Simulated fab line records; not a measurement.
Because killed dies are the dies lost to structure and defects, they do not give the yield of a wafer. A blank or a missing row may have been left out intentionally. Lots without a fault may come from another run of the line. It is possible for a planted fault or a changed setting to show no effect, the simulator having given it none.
fab line records | flow ritCmos
record: lots: 13 | wafers: 39 | lastDay: 8
route steps=202 shown GATE@89 M1@202
lots with no fault: from the same line, run without faults
startH: hours from the record's first day to the start of the lot's first wafer shown | waitH: hours elapsed since this lot's preceding step | " as in the row above | L1.1+2: one row covering several wafers at once | - no value, or no start was given | * or withheld: withheld | < > ~ a bound
route shown NAME@n: names a module that has steps shown in the file, with the first one's number in the route | usual: mean/standard deviation of fault-free wafers | same: alike in all rows | chamber/n: place in a boat | sites: the reading at each site | _std_site: the values' standard deviation | _edge_site: mean of outer sites minus mean of inner sites | radiusMm: for every site, how far away it sits from the centre of the wafer | mask NAME#n: copy n | behind: tool/chamber where the wafer was last shaped | hold: why the lot was held/for how many hours/how that ended | device: which transistor (n, p or np) failed to switch | end of line: tests of these same wafers at the route's end | a step given without rows: its recipe and nothing more | killed: not the wafer's yield, but the dies lost to structure and defects at the first sort | map: a wafer's dies, x killed, . not, _ none there
set.NAME: setting as actually run; set.NAME@STEP: the setting as run at that earlier step | model.NAME: the simulator's own value behind a step, which no gauge read
the route's steps for a sample of lots (tables are steps, rows are wafers)
services: the hour from which a tool's chamber was out of use, counted from the record's first day as startH (under 0 if before that day), plus the number of hours and why
== steps ==
step: RIT_GATE_EXPOSE_13
recipe: maskId: M6 | na: 0.6 | sourceShape: conventional | sigmaOuter: 0.6 | targetCdNm: 150 | doseMj: 380
usual: exposureDoseMJCm2: 379.8/0.38
lot.wafer | tool            | chamber | startH | waitH | mask | exposureDoseMJCm2
L647.1    | ilineStepper-02 | 0       | 47.07  | 0.1   | M6#0 | 379.7
L647.2    | "               | 0       | "      | "     | M6#0 | 379.3
L647.6    | "               | 0       | "      | "     | M6#0 | 379.4
L649.1    | ilineStepper-01 | 0       | 50.84  | 0.2   | M6#0 | 379.8
L649.4    | "               | 0       | "      | "     | M6#0 | 380.5
L649.5    | "               | 0       | "      | "     | M6#0 | 379.8
L650.2    | ilineStepper-01 | 0       | 53.64  | 0.1   | M6#0 | 380.3
L650.5    | "               | 0       | "      | "     | M6#0 | 380.2
L650.6    | "               | 0       | "      | "     | M6#0 | 380.4
L653.2    | ilineStepper-01 | 0       | 68.14  | 0.5   | M6#0 | 380.0
L653.4    | "               | 0       | "      | "     | M6#0 | 379.8
L653.5    | "               | 0       | "      | "     | M6#0 | 380.6
L654.3    | ilineStepper-01 | 0       | 72.36  | 0.1   | M6#0 | 379.9
L654.4    | "               | 0       | "      | "     | M6#0 | 379.8
L654.5    | "               | 0       | "      | "     | M6#0 | 379.8
L656.1    | ilineStepper-02 | 0       | 82.48  | 0.1   | M6#0 | 379.5
L656.5    | "               | 0       | "      | "     | M6#0 | 379.6
L656.6    | "               | 0       | "      | "     | M6#0 | 379.8
L657.1    | ilineStepper-02 | 0       | 87.32  | 0.1   | M6#0 | 380.0
L657.2    | "               | 0       | "      | "     | M6#0 | 380.1
L657.6    | "               | 0       | "      | "     | M6#0 | 380.2
L658.2    | ilineStepper-01 | 0       | 92.99  | 0.2   | M6#0 | 379.7
L658.5    | "               | 0       | "      | "     | M6#0 | 379.3
L658.6    | "               | 0       | "      | "     | M6#0 | 379.6
L659.3    | ilineStepper-02 | 0       | 97.49  | 0.2   | M6#0 | 379.4
L659.4    | "               | 0       | "      | "     | M6#0 | 379.0
L659.5    | "               | 0       | "      | "     | M6#0 | 379.5
L660.4    | ilineStepper-02 | 0       | 104.98 | 0.1   | M6#0 | 379.3
L660.5    | "               | 0       | "      | "     | M6#0 | 380.0
L660.6    | "               | 0       | "      | "     | M6#0 | 380.4
L662.1    | ilineStepper-01 | 0       | 115.48 | 0.2   | M6#0 | 380.5
L662.2    | "               | 0       | "      | "     | M6#0 | 379.9
L662.3    | "               | 0       | "      | "     | M6#0 | 380.4
L668.1    | ilineStepper-01 | 0       | 153.33 | 0.2   | M6#0 | 368.8
L668.5    | "               | 0       | "      | "     | M6#0 | 368.5
L668.6    | "               | 0       | "      | "     | M6#0 | 368.6
L669.4    | ilineStepper-02 | 0       | 158.81 | 0.2   | M6#0 | 379.5
L669.5    | "               | 0       | "      | "     | M6#0 | 379.2
L669.6    | "               | 0       | "      | "     | M6#0 | 379.3
step: RIT_GATE_CD_MEAS_16
recipe: targetCdNm: 150
usual: cdNm: 149.4/2.5
lot.wafer | tool     | chamber | startH | waitH | cdNm
L647.1    | cdSem-01 | -       | 47.47  | -     | 142.7
L647.2    | "        | -       | "      | "     | 148.6
L647.6    | "        | -       | "      | "     | 148.1
L649.1    | cdSem-02 | -       | 51.39  | -     | 146.1
L649.4    | "        | -       | "      | "     | 145.3
L649.5    | "        | -       | "      | "     | 145.9
L650.2    | cdSem-02 | -       | 54.04  | -     | 151.5
L650.5    | "        | -       | "      | "     | 149.6
L650.6    | "        | -       | "      | "     | 150.4
L653.2    | cdSem-02 | -       | 68.54  | -     | 148.2
L653.4    | "        | -       | "      | "     | 151.5
L653.5    | "        | -       | "      | "     | 152.1
L654.3    | cdSem-01 | -       | 72.76  | -     | 152.3
L654.4    | "        | -       | "      | "     | 151.7
L654.5    | "        | -       | "      | "     | 154.3
L656.1    | cdSem-01 | -       | 82.88  | -     | 149.8
L656.5    | "        | -       | "      | "     | 148.8
L656.6    | "        | -       | "      | "     | 147.5
L657.1    | cdSem-02 | -       | 87.89  | -     | 147.8
L657.2    | "        | -       | "      | "     | 148.8
L657.6    | "        | -       | "      | "     | 148.6
L658.2    | cdSem-02 | -       | 93.40  | -     | 151.2
L658.5    | "        | -       | "      | "     | 152.4
L658.6    | "        | -       | "      | "     | 150.1
L659.3    | cdSem-02 | -       | 98.12  | -     | 153.3
L659.4    | "        | -       | "      | "     | 153.2
L659.5    | "        | -       | "      | "     | 154.7
L660.4    | cdSem-02 | -       | 105.38 | -     | 146.3
L660.5    | "        | -       | "      | "     | 145.4
L660.6    | "        | -       | "      | "     | 146.8
L662.1    | cdSem-01 | -       | 115.88 | -     | 149.4
L662.2    | "        | -       | "      | "     | 148.5
L662.3    | "        | -       | "      | "     | 149.3
L668.1    | cdSem-01 | -       | 153.77 | -     | 135.6
L668.5    | "        | -       | "      | "     | 72.9
L668.6    | "        | -       | "      | "     | 103.1
L669.4    | cdSem-02 | -       | 159.22 | -     | 148.0
L669.5    | "        | -       | "      | "     | 146.6
L669.6    | "        | -       | "      | "     | 147.8
step: RIT_M1_PROBE_99
usual: killed_at_M0_to_M3: 0.0/0.12 | killedAtContacts: 0.0/0.2 | killedAtFrontEnd: 7/3 | killedDies: 7/3 | killedOnRim: 2.1/1.6 | killedOpen: 3.4/1.8 | killedShort: 3.8/2.1
same: grossDies: 264 | killed_at_M4_up: 0 | killedAtBackSide: 0 | killedAtOther: 0
lot.wafer | tool      | chamber | startH | waitH | killed_at_M0_to_M3 | killedAtContacts | killedAtFrontEnd | killedDies | killedOnRim | killedOpen | killedShort
L654.3    | prober-01 | -       | 95.33  | 0.2   | 0                  | 0                | 5                | 5          | 0           | 1          | 4
L654.4    | prober-01 | -       | 95.38  | 0.2   | 0                  | 0                | 5                | 5          | 1           | 0          | 5
L654.5    | prober-01 | -       | 95.43  | 0.2   | 0                  | 0                | 4                | 4          | 2           | 2          | 2
L657.1    | prober-02 | -       | 108.77 | 0.1   | 0                  | 0                | 8                | 8          | 0           | 2          | 6
L657.2    | prober-02 | -       | 108.82 | 0.1   | 0                  | 0                | 7                | 7          | 3           | 2          | 5
L657.6    | prober-02 | -       | 109.02 | 0.2   | 0                  | 0                | 8                | 8          | 2           | 5          | 3
L668.1    | prober-01 | -       | 173.96 | 0.1   | 1                  | 0                | 10               | 11         | 1           | 3          | 7
L668.5    | prober-01 | -       | 174.16 | 0.2   | 0                  | 0                | 264              | 264        | 70          | 8          | 5
L668.6    | prober-01 | -       | 174.21 | 0.2   | 0                  | 0                | 264              | 264        | 70          | 3          | 5
killed by level:class
L654.3 FOX1:geometricParticle:short=2 FOX2:geometricParticle:short=1 SPACER:geometricParticle:open=1 SILICIDE:geometricParticle:short=1
L654.4 GATE:geometricParticle:short=3 FOX2:geometricParticle:short=1 SPACER:geometricParticle:short=1
L654.5 GATE:geometricParticle:open=2 FOX1:geometricParticle:short=1 SPACER:geometricParticle:short=1
L657.1 GATE:geometricParticle:short=3 FOX1:geometricParticle:open=2 FOX1:geometricParticle:short=2 SILICIDE:geometricParticle:short=1
L657.2 GATE:geometricParticle:short=3 GATE:geometricParticle:open=2 FOX1:geometricParticle:short=1 SILICIDE:geometricParticle:short=1
L657.6 GATE:geometricParticle:short=3 REOX:geometricParticle:open=3 FOX1:geometricParticle:open=1 GATE:geometricParticle:open=1
L668.1 GATE:geometricParticle:short=5 GATE:geometricParticle:open=3 FOX1:geometricParticle:short=1 M1:geometricParticle:short=1 GATE:areaExpose=1
L668.5 GATE:areaExpose=251 GATE:geometricParticle:short=4 GATE:geometricParticle:open=4 SILICIDE:geometricParticle:open=2 REOX:geometricParticle:open=1 SPACER:geometricParticle:short=1 SPACER:geometricParticle:open=1
L668.6 GATE:areaExpose=256 GATE:geometricParticle:short=5 REOX:geometricParticle:open=2 GATE:geometricParticle:open=1
== services ==
tool            | chamber | startH | hours | kind
ilineStepper-02 | -       | 35.36  | 7.5   | repair
ilineStepper-01 | 0       | 51.18  | -     | calibration
ilineStepper-01 | -       | 76.63  | 1.7   | pm
ilineStepper-02 | -       | 110.73 | 1.7   | repair
== key ==
firstSign: step: RIT_GATE_EXPOSE_13 | reading: exposureDoseMJCm2 | direction: down | sigmas: 30 | usual: 379.8 | struck: 368.6
effect: step: RIT_GATE_CD_MEAS_16 | reading: cdNm | direction: down | sigmas: 18 | usual: 149.4 | struck: 103.9 | through: controlLoop
effect: step: RIT_M1_PROBE_99 | reading: killedAtFrontEnd | direction: up | sigmas: 57 | usual: 7 | struck: 179 | wafersMoved: 2
moreKillsBornAt: RIT_GATE_EXPOSE_13@ilineStepper-01: 509
metAt RIT_GATE_EXPOSE_13
struckLots L668
laterRowsLeftOut L668.5,L668.6
testerLeftOut L668
loopTrim: step: RIT_GATE_EXPOSE_13 | setting: dose | lots: L668
onsetBetween 115.48 153.33
fault: kind: processParameterDrift | tool: ilineStepper-01 | chamber: - | onsetH: 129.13 | steps: RIT_GATE_EXPOSE_13 | channel: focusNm | offset: 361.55 | spreadByWafer: 0.3 | shape: step | endH: 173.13
testerLeftOut: of these lots the tester's yield and bins aren't shown, on N5 and GAA mostly nor the transistor test; their killed dies are dies lost to structure and defects alone, not to doping, threshold or leakage, so they don't give the yield
laterRowsLeftOut: the simulator's readings of these wafers behind a module that went badly wrong aren't trusted and aren't shown, but for the sort
loopTrim: a control loop set the setting to another value than it would have without faults
